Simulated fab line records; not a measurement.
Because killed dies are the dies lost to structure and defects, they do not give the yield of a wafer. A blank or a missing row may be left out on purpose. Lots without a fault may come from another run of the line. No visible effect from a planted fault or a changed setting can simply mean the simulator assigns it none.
fab line records / flow berkeley-cmos170 / part 2 of 2: steps 24 to 34 of 34
[record] lots = 5 wafers = 15 last-day = 12
route steps=331 shown M1@246 V1@254 M2@271
lots untouched by any fault: they come from a run of this same line in which no faults occurred
start-h: the number of hours between the record's first day and the start of the first shown wafer of the lot / wait-h: time in hours since the lot's previous step / " repeats the value in the row above / L1.1+2: one row covering several wafers at once / - no value present, or no start provided / * or withheld: withheld / < > ~ a bound
route shown NAME@n: a module of which the file shows steps, and the number in the route of the first / usual: mean/standard deviation taken from wafers without a fault / same: alike in all rows / chamber/n: place in a boat / sites: each site's reading / _std_site: standard deviation of those values / _edge_site: inner sites' mean taken away from outer sites' mean / radius-mm: how far each site lies from the wafer's centre / mask NAME#n: copy n / behind: the most recent tool/chamber to have shaped the wafer / hold: the reason the lot was held/the length of the hold in hours/how it ended / device: whichever transistor did not switch (one of n, p or np) / end of line: tests run on the same wafers once the route is complete / a step with no rows: only its recipe / killed: count of dies lost to structure and defects at first sort (not the wafer's yield) / map: per-die view of a wafer (x killed, . not killed, _ where there is no die)
set.NAME: the setting that was run; set.NAME@STEP: the one run at that earlier step / model.NAME: the simulator's own value behind a step, which no gauge read
lots seen at some steps along the route; tables by step, rows by wafer
services: from which hour (start-h, from the record's first day; less than 0 if before it) a tool's chamber was out of use, for how many hours, and why
[[steps]]
[step UCB170_V1_STRIP_15]
[recipe] chemistry = O2 power-w = 400 pressure-mtorr = 3500 platen-temp-c = withheld o2-flow-sccm = 400 overash-fraction = 0.5
[usual] drypump-motor-current-A = 5.8/0.34 oes-product-au = 0.723/0.0048 strip-time-to-endpoint-s = 15.41/0.14
lot.wafer=L078.3 tool=plasma-asher-03 chamber=0 start-h=239.13 wait-h=0.1 drypump-motor-current-A=6.0 oes-product-au=0.722 rf-hours-counter-h=- strip-time-to-endpoint-s=15.41
lot.wafer=L078.4 tool=plasma-asher-03 chamber=1 start-h=239.13 wait-h=0.1 drypump-motor-current-A=5.7 oes-product-au=0.719 rf-hours-counter-h=- strip-time-to-endpoint-s=15.69
lot.wafer=L078.6 tool=plasma-asher-03 chamber=1 start-h=239.13 wait-h=0.1 drypump-motor-current-A=5.6 oes-product-au=0.711 rf-hours-counter-h=- strip-time-to-endpoint-s=15.26
lot.wafer=L082.2 tool=plasma-asher-02 chamber=0 start-h=239.37 wait-h=0.1 drypump-motor-current-A=5.4 oes-product-au=0.716 rf-hours-counter-h=54 strip-time-to-endpoint-s=15.45
lot.wafer=L082.4 tool=plasma-asher-02 chamber=1 start-h=239.37 wait-h=0.1 drypump-motor-current-A=5.9 oes-product-au=0.731 rf-hours-counter-h=- strip-time-to-endpoint-s=15.44
lot.wafer=L082.6 tool=plasma-asher-02 chamber=1 start-h=239.37 wait-h=0.1 drypump-motor-current-A=5.9 oes-product-au=0.723 rf-hours-counter-h=- strip-time-to-endpoint-s=15.39
lot.wafer=L084.4 tool=plasma-asher-03 chamber=0 start-h=244.22 wait-h=0.1 drypump-motor-current-A=6.1 oes-product-au=0.728 rf-hours-counter-h=- strip-time-to-endpoint-s=15.20
lot.wafer=L084.5 tool=plasma-asher-03 chamber=1 start-h=244.22 wait-h=0.1 drypump-motor-current-A=5.6 oes-product-au=0.727 rf-hours-counter-h=- strip-time-to-endpoint-s=15.32
lot.wafer=L084.6 tool=plasma-asher-03 chamber=0 start-h=244.22 wait-h=0.1 drypump-motor-current-A=6.1 oes-product-au=0.724 rf-hours-counter-h=- strip-time-to-endpoint-s=15.20
lot.wafer=L086.1 tool=plasma-asher-03 chamber=0 start-h=264.64 wait-h=0.1 drypump-motor-current-A=6.0 oes-product-au=0.728 rf-hours-counter-h=49 strip-time-to-endpoint-s=15.35
lot.wafer=L086.2 tool=plasma-asher-03 chamber=1 start-h=264.64 wait-h=0.1 drypump-motor-current-A=5.7 oes-product-au=0.728 rf-hours-counter-h=49 strip-time-to-endpoint-s=15.43
lot.wafer=L086.5 tool=plasma-asher-03 chamber=1 start-h=264.64 wait-h=0.1 drypump-motor-current-A=5.6 oes-product-au=0.719 rf-hours-counter-h=- strip-time-to-endpoint-s=15.30
lot.wafer=L092.1 tool=plasma-asher-03 chamber=0 start-h=283.62 wait-h=0.1 drypump-motor-current-A=6.0 oes-product-au=0.720 rf-hours-counter-h=51 strip-time-to-endpoint-s=15.48
lot.wafer=L092.4 tool=plasma-asher-03 chamber=0 start-h=283.62 wait-h=0.1 drypump-motor-current-A=6.0 oes-product-au=0.729 rf-hours-counter-h=- strip-time-to-endpoint-s=15.59
lot.wafer=L092.6 tool=plasma-asher-03 chamber=1 start-h=283.62 wait-h=0.1 drypump-motor-current-A=5.6 oes-product-au=0.715 rf-hours-counter-h=- strip-time-to-endpoint-s=15.56
[step UCB170_V1_CD_MEAS_90]
[recipe] target-cd-nm = 700
[usual] cd-nm = 699.6/1.5
lot.wafer=L078.3 tool=cd-sem-01 chamber=- start-h=239.24 wait-h=0.1 cd-nm=701.6
lot.wafer=L078.4 tool=cd-sem-01 chamber=- start-h=239.24 wait-h=0.1 cd-nm=700.5
lot.wafer=L078.6 tool=cd-sem-01 chamber=- start-h=239.24 wait-h=0.1 cd-nm=701.4
lot.wafer=L082.2 tool=cd-sem-01 chamber=- start-h=239.49 wait-h=0.1 cd-nm=698.3
lot.wafer=L082.4 tool=cd-sem-01 chamber=- start-h=239.49 wait-h=0.1 cd-nm=699.0
lot.wafer=L082.6 tool=cd-sem-01 chamber=- start-h=239.49 wait-h=0.1 cd-nm=700.6
lot.wafer=L084.4 tool=cd-sem-02 chamber=- start-h=244.34 wait-h=0.1 cd-nm=700.0
lot.wafer=L084.5 tool=cd-sem-02 chamber=- start-h=244.34 wait-h=0.1 cd-nm=699.6
lot.wafer=L084.6 tool=cd-sem-02 chamber=- start-h=244.34 wait-h=0.1 cd-nm=699.7
lot.wafer=L086.1 tool=cd-sem-01 chamber=- start-h=264.76 wait-h=0.1 cd-nm=699.5
lot.wafer=L086.2 tool=cd-sem-01 chamber=- start-h=264.76 wait-h=0.1 cd-nm=699.5
lot.wafer=L086.5 tool=cd-sem-01 chamber=- start-h=264.76 wait-h=0.1 cd-nm=699.5
lot.wafer=L092.1 tool=cd-sem-01 chamber=- start-h=283.72 wait-h=0.1 cd-nm=699.8
lot.wafer=L092.4 tool=cd-sem-01 chamber=- start-h=283.72 wait-h=0.1 cd-nm=698.3
lot.wafer=L092.6 tool=cd-sem-01 chamber=- start-h=283.72 wait-h=0.1 cd-nm=698.4
[step UCB170_M2_PRE_CLEAN_00]
[recipe] gas = Ar preclean-etch-time-s = 60
lot.wafer=L078.3+4+6 tool=pvd-sputter-01 chamber=- start-h=239.32 wait-h=0.1
lot.wafer=L082.2+4+6 tool=pvd-sputter-02 chamber=- start-h=239.59 wait-h=0.1
lot.wafer=L084.4+5+6 tool=pvd-sputter-02 chamber=- start-h=244.40 wait-h=0.0
lot.wafer=L086.1+2+5 tool=pvd-sputter-03 chamber=- start-h=264.88 wait-h=0.1
lot.wafer=L092.1+4+6 tool=pvd-sputter-02 chamber=- start-h=283.84 wait-h=0.1
[step UCB170_M2_SPUTTER_01]
[recipe] material = Al target-thk-nm = 900 time-s = 120 power-w = 6000 chamber-pressure-pa = 0.5
[usual] throttle-valve-pct = 30.3/0.76
lot.wafer=L078.3 tool=pvd-sputter-01 chamber=- start-h=239.38 wait-h=0.0 throttle-valve-pct=29.0
lot.wafer=L078.4 tool=pvd-sputter-01 chamber=- start-h=239.38 wait-h=0.0 throttle-valve-pct=29.1
lot.wafer=L078.6 tool=pvd-sputter-01 chamber=- start-h=239.38 wait-h=0.0 throttle-valve-pct=30.4
lot.wafer=L082.2 tool=pvd-sputter-02 chamber=- start-h=239.66 wait-h=0.0 throttle-valve-pct=31.0
lot.wafer=L082.4 tool=pvd-sputter-02 chamber=- start-h=239.66 wait-h=0.0 throttle-valve-pct=30.2
lot.wafer=L082.6 tool=pvd-sputter-02 chamber=- start-h=239.66 wait-h=0.0 throttle-valve-pct=29.6
lot.wafer=L084.4 tool=pvd-sputter-02 chamber=- start-h=244.47 wait-h=0.0 throttle-valve-pct=29.8
lot.wafer=L084.5 tool=pvd-sputter-02 chamber=- start-h=244.47 wait-h=0.0 throttle-valve-pct=29.9
lot.wafer=L084.6 tool=pvd-sputter-02 chamber=- start-h=244.47 wait-h=0.0 throttle-valve-pct=30.9
lot.wafer=L086.1 tool=pvd-sputter-03 chamber=- start-h=264.94 wait-h=0.0 throttle-valve-pct=30.7
lot.wafer=L086.2 tool=pvd-sputter-03 chamber=- start-h=264.94 wait-h=0.0 throttle-valve-pct=30.2
lot.wafer=L086.5 tool=pvd-sputter-03 chamber=- start-h=264.94 wait-h=0.0 throttle-valve-pct=31.6
lot.wafer=L092.1 tool=pvd-sputter-02 chamber=- start-h=283.91 wait-h=0.0 throttle-valve-pct=30.3
lot.wafer=L092.4 tool=pvd-sputter-02 chamber=- start-h=283.91 wait-h=0.0 throttle-valve-pct=30.7
lot.wafer=L092.6 tool=pvd-sputter-02 chamber=- start-h=283.91 wait-h=0.0 throttle-valve-pct=29.9
[step UCB170_M2_RS_MEAS_02]
[recipe] thk-meas-gauge = four-point-probe reads = Al_of_M2_SPUTTER_01
[usual] M2_AL_RS = 0.0321/0.00035
lot.wafer=L078.3 tool=film-metro-04 chamber=- start-h=239.51 wait-h=0.1 M2_AL_RS[ohm/sq]=0.0317
lot.wafer=L078.4 tool=film-metro-04 chamber=- start-h=239.51 wait-h=0.1 M2_AL_RS[ohm/sq]=0.0317
lot.wafer=L078.6 tool=film-metro-04 chamber=- start-h=239.51 wait-h=0.1 M2_AL_RS[ohm/sq]=0.0318
lot.wafer=L082.2 tool=film-metro-02 chamber=- start-h=239.76 wait-h=0.1 M2_AL_RS[ohm/sq]=0.0320
lot.wafer=L082.4 tool=film-metro-02 chamber=- start-h=239.76 wait-h=0.1 M2_AL_RS[ohm/sq]=0.0327
lot.wafer=L082.6 tool=film-metro-02 chamber=- start-h=239.76 wait-h=0.1 M2_AL_RS[ohm/sq]=0.0324
lot.wafer=L084.4 tool=film-metro-03 chamber=- start-h=244.61 wait-h=0.1 M2_AL_RS[ohm/sq]=0.0323
lot.wafer=L084.5 tool=film-metro-03 chamber=- start-h=244.61 wait-h=0.1 M2_AL_RS[ohm/sq]=0.0325
lot.wafer=L084.6 tool=film-metro-03 chamber=- start-h=244.61 wait-h=0.1 M2_AL_RS[ohm/sq]=0.0319
lot.wafer=L086.1 tool=film-metro-03 chamber=- start-h=265.03 wait-h=0.0 M2_AL_RS[ohm/sq]=0.0318
lot.wafer=L086.2 tool=film-metro-03 chamber=- start-h=265.03 wait-h=0.0 M2_AL_RS[ohm/sq]=0.0320
lot.wafer=L086.5 tool=film-metro-03 chamber=- start-h=265.03 wait-h=0.0 M2_AL_RS[ohm/sq]=0.0322
lot.wafer=L092.1 tool=film-metro-02 chamber=- start-h=284.19 wait-h=0.2 M2_AL_RS[ohm/sq]=0.0323
lot.wafer=L092.4 tool=film-metro-02 chamber=- start-h=284.19 wait-h=0.2 M2_AL_RS[ohm/sq]=0.0321
lot.wafer=L092.6 tool=film-metro-02 chamber=- start-h=284.19 wait-h=0.2 M2_AL_RS[ohm/sq]=0.0326
[step UCB170_M2_THK_MEAS_03]
[recipe] thk-meas-gauge = xrf reads = Al_of_M2_SPUTTER_01
[usual] M2_AL_THK = 906/12
lot.wafer=L078.3 tool=film-metro-04 chamber=- start-h=239.61 wait-h=0.1 M2_AL_THK[nm]=915
lot.wafer=L078.4 tool=film-metro-04 chamber=- start-h=239.61 wait-h=0.1 M2_AL_THK[nm]=912
lot.wafer=L078.6 tool=film-metro-04 chamber=- start-h=239.61 wait-h=0.1 M2_AL_THK[nm]=902
lot.wafer=L082.2 tool=film-metro-02 chamber=- start-h=239.87 wait-h=0.1 M2_AL_THK[nm]=908
lot.wafer=L082.4 tool=film-metro-02 chamber=- start-h=239.87 wait-h=0.1 M2_AL_THK[nm]=891
lot.wafer=L082.6 tool=film-metro-02 chamber=- start-h=239.87 wait-h=0.1 M2_AL_THK[nm]=897
lot.wafer=L084.4 tool=film-metro-03 chamber=- start-h=244.70 wait-h=0.1 M2_AL_THK[nm]=913
lot.wafer=L084.5 tool=film-metro-03 chamber=- start-h=244.70 wait-h=0.1 M2_AL_THK[nm]=915
lot.wafer=L084.6 tool=film-metro-03 chamber=- start-h=244.70 wait-h=0.1 M2_AL_THK[nm]=930
lot.wafer=L086.1 tool=film-metro-03 chamber=- start-h=265.15 wait-h=0.1 M2_AL_THK[nm]=918
lot.wafer=L086.2 tool=film-metro-03 chamber=- start-h=265.15 wait-h=0.1 M2_AL_THK[nm]=909
lot.wafer=L086.5 tool=film-metro-03 chamber=- start-h=265.15 wait-h=0.1 M2_AL_THK[nm]=907
lot.wafer=L092.1 tool=film-metro-02 chamber=- start-h=284.31 wait-h=0.1 M2_AL_THK[nm]=900
lot.wafer=L092.4 tool=film-metro-02 chamber=- start-h=284.31 wait-h=0.1 M2_AL_THK[nm]=902
lot.wafer=L092.6 tool=film-metro-02 chamber=- start-h=284.31 wait-h=0.1 M2_AL_THK[nm]=887
[step UCB170_M2_HMDS_04]
[recipe] prime-time-s = 60 prime-temp-c = 100
[usual] exhaust-pa = 45.0/0.92
[same] prime-time-s = 60
lot.wafer=L082.2 tool=litho-track-04 chamber=0 start-h=240.26 wait-h=0.4 exhaust-pa=44.9
lot.wafer=L082.4 tool=litho-track-04 chamber=0 start-h=240.26 wait-h=0.4 exhaust-pa=44.2
lot.wafer=L082.6 tool=litho-track-04 chamber=0 start-h=240.26 wait-h=0.4 exhaust-pa=44.8
lot.wafer=L078.3 tool=litho-track-01 chamber=0 start-h=240.26 wait-h=0.6 exhaust-pa=45.6
lot.wafer=L078.4 tool=litho-track-01 chamber=0 start-h=240.26 wait-h=0.6 exhaust-pa=44.9
lot.wafer=L078.6 tool=litho-track-01 chamber=0 start-h=240.26 wait-h=0.6 exhaust-pa=45.3
lot.wafer=L084.4 tool=litho-track-03 chamber=0 start-h=244.92 wait-h=0.2 exhaust-pa=45.2
lot.wafer=L084.5 tool=litho-track-03 chamber=0 start-h=244.92 wait-h=0.2 exhaust-pa=45.5
lot.wafer=L084.6 tool=litho-track-03 chamber=0 start-h=244.92 wait-h=0.2 exhaust-pa=45.3
lot.wafer=L086.1 tool=litho-track-03 chamber=0 start-h=265.81 wait-h=0.7 exhaust-pa=44.8
lot.wafer=L086.2 tool=litho-track-03 chamber=0 start-h=265.81 wait-h=0.7 exhaust-pa=47.1
lot.wafer=L086.5 tool=litho-track-03 chamber=0 start-h=265.81 wait-h=0.7 exhaust-pa=44.6
lot.wafer=L092.1 tool=litho-track-01 chamber=0 start-h=284.58 wait-h=0.3 exhaust-pa=43.9
lot.wafer=L092.4 tool=litho-track-01 chamber=0 start-h=284.58 wait-h=0.3 exhaust-pa=44.0
lot.wafer=L092.6 tool=litho-track-01 chamber=0 start-h=284.58 wait-h=0.3 exhaust-pa=43.3
[step UCB170_M2_COAT_05]
[recipe] resist = KrF spin-rpm = 1500 resist-thk-nm = 900
[usual] exhaust-pa = 45.1/0.94
lot.wafer=L082.2 tool=litho-track-04 chamber=0 start-h=240.41 wait-h=0.1 exhaust-pa=44.4
lot.wafer=L082.4 tool=litho-track-04 chamber=0 start-h=240.41 wait-h=0.1 exhaust-pa=45.3
lot.wafer=L082.6 tool=litho-track-04 chamber=0 start-h=240.41 wait-h=0.1 exhaust-pa=44.3
lot.wafer=L078.3 tool=litho-track-01 chamber=0 start-h=240.41 wait-h=0.1 exhaust-pa=44.5
lot.wafer=L078.4 tool=litho-track-01 chamber=0 start-h=240.41 wait-h=0.1 exhaust-pa=44.0
lot.wafer=L078.6 tool=litho-track-01 chamber=0 start-h=240.41 wait-h=0.1 exhaust-pa=43.6
lot.wafer=L084.4 tool=litho-track-03 chamber=0 start-h=245.07 wait-h=0.1 exhaust-pa=44.0
lot.wafer=L084.5 tool=litho-track-03 chamber=0 start-h=245.07 wait-h=0.1 exhaust-pa=44.4
lot.wafer=L084.6 tool=litho-track-03 chamber=0 start-h=245.07 wait-h=0.1 exhaust-pa=45.6
lot.wafer=L086.1 tool=litho-track-03 chamber=0 start-h=265.96 wait-h=0.1 exhaust-pa=46.2
lot.wafer=L086.2 tool=litho-track-03 chamber=0 start-h=265.96 wait-h=0.1 exhaust-pa=45.4
lot.wafer=L086.5 tool=litho-track-03 chamber=0 start-h=265.96 wait-h=0.1 exhaust-pa=45.9
lot.wafer=L092.1 tool=litho-track-01 chamber=0 start-h=284.73 wait-h=0.1 exhaust-pa=45.1
lot.wafer=L092.4 tool=litho-track-01 chamber=0 start-h=284.73 wait-h=0.1 exhaust-pa=44.1
lot.wafer=L092.6 tool=litho-track-01 chamber=0 start-h=284.73 wait-h=0.1 exhaust-pa=44.6
[step UCB170_M2_SOFTBAKE_06]
[recipe] resist = KrF temp-c = 130 time-s = 60
[usual] exhaust-pa = 45.0/0.95
lot.wafer=L082.2 tool=litho-track-04 chamber=0 start-h=240.56 wait-h=0.1 exhaust-pa=45.7
lot.wafer=L082.4 tool=litho-track-04 chamber=0 start-h=240.56 wait-h=0.1 exhaust-pa=45.4
lot.wafer=L082.6 tool=litho-track-04 chamber=0 start-h=240.56 wait-h=0.1 exhaust-pa=45.1
lot.wafer=L078.3 tool=litho-track-01 chamber=0 start-h=240.56 wait-h=0.1 exhaust-pa=42.9
lot.wafer=L078.4 tool=litho-track-01 chamber=0 start-h=240.56 wait-h=0.1 exhaust-pa=44.1
lot.wafer=L078.6 tool=litho-track-01 chamber=0 start-h=240.56 wait-h=0.1 exhaust-pa=43.4
lot.wafer=L084.4 tool=litho-track-03 chamber=0 start-h=245.22 wait-h=0.1 exhaust-pa=45.0
lot.wafer=L084.5 tool=litho-track-03 chamber=0 start-h=245.22 wait-h=0.1 exhaust-pa=44.4
lot.wafer=L084.6 tool=litho-track-03 chamber=0 start-h=245.22 wait-h=0.1 exhaust-pa=44.0
lot.wafer=L086.1 tool=litho-track-03 chamber=0 start-h=266.11 wait-h=0.1 exhaust-pa=45.1
lot.wafer=L086.2 tool=litho-track-03 chamber=0 start-h=266.11 wait-h=0.1 exhaust-pa=44.4
lot.wafer=L086.5 tool=litho-track-03 chamber=0 start-h=266.11 wait-h=0.1 exhaust-pa=45.6
lot.wafer=L092.1 tool=litho-track-01 chamber=0 start-h=284.88 wait-h=0.1 exhaust-pa=44.7
lot.wafer=L092.4 tool=litho-track-01 chamber=0 start-h=284.88 wait-h=0.1 exhaust-pa=45.2
lot.wafer=L092.6 tool=litho-track-01 chamber=0 start-h=284.88 wait-h=0.1 exhaust-pa=44.8
[step UCB170_M2_STRIP_07]
[recipe] chemistry = O2 power-w = 400 pressure-mtorr = 3500 platen-temp-c = withheld o2-flow-sccm = 400 overash-fraction = 0.5
[usual] drypump-motor-current-A = 5.6/0.43 oes-product-au = 0.735/0.0046 strip-time-to-endpoint-s = 21.99/0.075
lot.wafer=L082.2 tool=plasma-asher-02 chamber=1 start-h=240.68 wait-h=0.1 drypump-motor-current-A=5.9 oes-product-au=0.727 rf-hours-counter-h=54 strip-time-to-endpoint-s=22.15
lot.wafer=L082.4 tool=plasma-asher-02 chamber=0 start-h=240.68 wait-h=0.1 drypump-motor-current-A=5.5 oes-product-au=0.734 rf-hours-counter-h=- strip-time-to-endpoint-s=22.05
lot.wafer=L082.6 tool=plasma-asher-02 chamber=1 start-h=240.68 wait-h=0.1 drypump-motor-current-A=5.9 oes-product-au=0.738 rf-hours-counter-h=- strip-time-to-endpoint-s=22.06
lot.wafer=L078.3 tool=plasma-asher-01 chamber=0 start-h=240.70 wait-h=0.1 drypump-motor-current-A=5.3 oes-product-au=0.736 rf-hours-counter-h=- strip-time-to-endpoint-s=22.03
lot.wafer=L078.4 tool=plasma-asher-01 chamber=1 start-h=240.70 wait-h=0.1 drypump-motor-current-A=6.4 oes-product-au=0.729 rf-hours-counter-h=- strip-time-to-endpoint-s=22.04
lot.wafer=L078.6 tool=plasma-asher-01 chamber=1 start-h=240.70 wait-h=0.1 drypump-motor-current-A=6.4 oes-product-au=0.741 rf-hours-counter-h=- strip-time-to-endpoint-s=22.07
lot.wafer=L084.4 tool=plasma-asher-02 chamber=0 start-h=245.33 wait-h=0.1 drypump-motor-current-A=5.4 oes-product-au=0.738 rf-hours-counter-h=- strip-time-to-endpoint-s=21.97
lot.wafer=L084.5 tool=plasma-asher-02 chamber=0 start-h=245.33 wait-h=0.1 drypump-motor-current-A=5.5 oes-product-au=0.734 rf-hours-counter-h=- strip-time-to-endpoint-s=22.04
lot.wafer=L084.6 tool=plasma-asher-02 chamber=1 start-h=245.33 wait-h=0.1 drypump-motor-current-A=5.9 oes-product-au=0.727 rf-hours-counter-h=- strip-time-to-endpoint-s=22.03
lot.wafer=L086.1 tool=plasma-asher-01 chamber=1 start-h=266.26 wait-h=0.1 drypump-motor-current-A=6.4 oes-product-au=0.734 rf-hours-counter-h=18 strip-time-to-endpoint-s=21.98
lot.wafer=L086.2 tool=plasma-asher-01 chamber=0 start-h=266.26 wait-h=0.1 drypump-motor-current-A=5.3 oes-product-au=0.734 rf-hours-counter-h=18 strip-time-to-endpoint-s=21.85
lot.wafer=L086.5 tool=plasma-asher-01 chamber=1 start-h=266.26 wait-h=0.1 drypump-motor-current-A=6.4 oes-product-au=0.738 rf-hours-counter-h=- strip-time-to-endpoint-s=21.90
lot.wafer=L092.1 tool=plasma-asher-01 chamber=1 start-h=285.03 wait-h=0.1 drypump-motor-current-A=6.4 oes-product-au=0.744 rf-hours-counter-h=21 strip-time-to-endpoint-s=21.99
lot.wafer=L092.4 tool=plasma-asher-01 chamber=1 start-h=285.03 wait-h=0.1 drypump-motor-current-A=6.4 oes-product-au=0.736 rf-hours-counter-h=- strip-time-to-endpoint-s=22.03
lot.wafer=L092.6 tool=plasma-asher-01 chamber=1 start-h=285.03 wait-h=0.1 drypump-motor-current-A=6.4 oes-product-au=0.739 rf-hours-counter-h=- strip-time-to-endpoint-s=21.99
[step UCB170_M2_STRIP_08]
[recipe] chemistry = DMSO temp-c = 80 time-s = 600 material = KrF
[usual] bath-heat-duty-pct = 16.8/1.4 temp-c = 80.02/0.13
lot.wafer=L078.3 tool=wet-bench-01 chamber=1 start-h=240.76 wait-h=0.0 bath-heat-duty-pct=17.4 temp-c=79.93
lot.wafer=L078.4 tool=wet-bench-01 chamber=1 start-h=240.76 wait-h=0.0 bath-heat-duty-pct=16.1 temp-c=79.93
lot.wafer=L078.6 tool=wet-bench-01 chamber=1 start-h=240.76 wait-h=0.0 bath-heat-duty-pct=15.8 temp-c=79.74
lot.wafer=L082.2 tool=wet-bench-01 chamber=2 start-h=240.94 wait-h=0.2 bath-heat-duty-pct=16.3 temp-c=80.17
lot.wafer=L082.4 tool=wet-bench-01 chamber=2 start-h=240.94 wait-h=0.2 bath-heat-duty-pct=13.6 temp-c=80.17
lot.wafer=L082.6 tool=wet-bench-01 chamber=2 start-h=240.94 wait-h=0.2 bath-heat-duty-pct=16.1 temp-c=80.19
lot.wafer=L084.4 tool=wet-bench-01 chamber=1 start-h=245.40 wait-h=0.0 bath-heat-duty-pct=16.3 temp-c=80.01
lot.wafer=L084.5 tool=wet-bench-01 chamber=1 start-h=245.40 wait-h=0.0 bath-heat-duty-pct=18.1 temp-c=80.00
lot.wafer=L084.6 tool=wet-bench-01 chamber=1 start-h=245.40 wait-h=0.0 bath-heat-duty-pct=16.9 temp-c=80.02
lot.wafer=L086.1 tool=wet-bench-02 chamber=3 start-h=266.36 wait-h=0.1 bath-heat-duty-pct=18.2 temp-c=79.84
lot.wafer=L086.2 tool=wet-bench-02 chamber=3 start-h=266.36 wait-h=0.1 bath-heat-duty-pct=17.3 temp-c=80.00
lot.wafer=L086.5 tool=wet-bench-02 chamber=3 start-h=266.36 wait-h=0.1 bath-heat-duty-pct=16.8 temp-c=79.91
lot.wafer=L092.1 tool=wet-bench-04 chamber=1 start-h=285.13 wait-h=0.1 bath-heat-duty-pct=15.8 temp-c=80.24
lot.wafer=L092.4 tool=wet-bench-04 chamber=1 start-h=285.13 wait-h=0.1 bath-heat-duty-pct=17.6 temp-c=80.17
lot.wafer=L092.6 tool=wet-bench-04 chamber=1 start-h=285.13 wait-h=0.1 bath-heat-duty-pct=17.7 temp-c=80.05
[[services]]
tool=cmp-01 chamber=- start-h=198.97 hours=0.2 kind=repair
tool=plasma-asher-03 chamber=- start-h=207.39 hours=14.6 kind=pm
tool=rie-diel-01 chamber=0 start-h=208.70 hours=1.3 kind=repair
tool=rie-metal-01 chamber=- start-h=216.84 hours=2.8 kind=pm
tool=rie-metal-04 chamber=1 start-h=223.31 hours=1.2 kind=repair
tool=cmp-01 chamber=- start-h=232.00 hours=4.0 kind=pm
tool=krf-scanner-02 chamber=- start-h=232.45 hours=1.3 kind=pm
tool=plasma-asher-03 chamber=- start-h=233.25 hours=1.2 kind=repair
tool=cmp-01 chamber=- start-h=234.64 hours=1.4 kind=repair
tool=krf-scanner-02 chamber=- start-h=234.74 hours=0.3 kind=repair
tool=plasma-asher-01 chamber=- start-h=236.83 hours=0.4 kind=repair
tool=cmp-01 chamber=- start-h=236.96 hours=14.5 kind=pm
tool=rie-diel-02 chamber=- start-h=237.19 hours=0.5 kind=repair
tool=pvd-sputter-02 chamber=- start-h=240.11 hours=2.1 kind=repair
tool=pecvd-01 chamber=- start-h=242.50 hours=14.0 kind=pm
tool=pecvd-01 chamber=0 start-h=242.50 hours=14.0 kind=vent-cycle
tool=plasma-asher-04 chamber=- start-h=244.08 hours=7.6 kind=repair
tool=wet-bench-02 chamber=- start-h=257.40 hours=2.8 kind=repair
tool=cmp-01 chamber=- start-h=262.08 hours=1.2 kind=repair
tool=pecvd-03 chamber=2 start-h=262.17 hours=7.9 kind=repair
tool=pvd-sputter-01 chamber=- start-h=280.25 hours=10.5 kind=repair
tool=litho-track-04 chamber=- start-h=280.89 hours=- kind=consumable-replace:filter
tool=rie-diel-03 chamber=- start-h=284.24 hours=1.7 kind=repair
tool=rie-diel-01 chamber=0 start-h=284.94 hours=1.3 kind=repair
